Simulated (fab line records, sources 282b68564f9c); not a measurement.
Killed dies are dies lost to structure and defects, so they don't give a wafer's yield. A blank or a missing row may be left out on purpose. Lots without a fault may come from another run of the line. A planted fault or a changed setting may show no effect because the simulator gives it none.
Which tool did it? | flow rit_cmos | 7 lots, 21 wafers sampled, at 2 steps of a route of 202

WHAT THE GAUGES READ, wafer by wafer
RIT_ACTIVE_CD_MEAS_90: target cd 1400 nm.
lot  | measured    | on        | cd_nm (nm)
L144 | day 2 01:46 | cd_sem-02 | 1400.5 1398.3 1398.1
L149 | day 3 02:08 | cd_sem-01 | 1398.0 1398.4 1398.1
L152 | day 3 18:25 | cd_sem-01 | 1404.2 1403.0 1404.4
L154 | day 4 03:36 | cd_sem-02 | 1399.1 1399.6 1397.6
L157 | day 4 19:36 | cd_sem-01 | 1400.4 1401.7 1399.3
L160 | day 5 09:35 | cd_sem-01 | - - -
L163 | day 6 00:01 | cd_sem-02 | 1396.7 1395.7 1395.5

WHICH TOOL RAN EACH LOT (tool, then ch and the chambers of the sampled wafers, then the start)
lot  | RIT_ACTIVE_ETCH_13
L144 | rie_diel-03 ch 0,1, day 2 01:25
L149 | rie_diel-02 ch 0,1, day 3 01:50
L152 | rie_diel-02 ch 1,2, day 3 18:03
L154 | rie_diel-04 ch 0,2,3, day 4 03:17
L157 | rie_diel-04 ch 1,2,3, day 4 19:17
L160 | rie_diel-02 ch 0,2, day 5 09:12
L163 | rie_diel-03 ch 1,3, day 5 23:43
- RIT_ACTIVE_ETCH_13: etches Si3N4 in SF6, stops on SiO2, time 210 s, target depth 210 nm.

THE ANSWER, worked out from the rows above alone
Rule: what is usual is taken from the lots themselves. Put in order of their means at a reading, lots are off if they are a third of the lots or fewer, leave a main group of 4 or more, and stand apart from it by a gap of 3 or more times the standard deviation of the main group's means; of several such gaps the widest counts. A main group whose means are all the same, to the digits that the tables above print for the reading, isn't used. A lot without any number at a reading at which 4 lots or more have one is off too. The other lots that the step has rows for count as sound.
Off: L160, at RIT_ACTIVE_CD_MEAS_90 (cd_nm). Without a number there: L160. The main group: mean 1399.4 nm, standard deviation 2.4.
A tool fits if, at a process step before that reading, it ran every lot that is off, and no sound lot after the first of them. The gauges at RIT_ACTIVE_CD_MEAS_90 are tried like those tools. Can't be told from this: 2 tools fit, rie_diel-02 at RIT_ACTIVE_ETCH_13, cd_sem-01 at RIT_ACTIVE_CD_MEAS_90.

WHAT THE SIMULATOR HAD PUT IN
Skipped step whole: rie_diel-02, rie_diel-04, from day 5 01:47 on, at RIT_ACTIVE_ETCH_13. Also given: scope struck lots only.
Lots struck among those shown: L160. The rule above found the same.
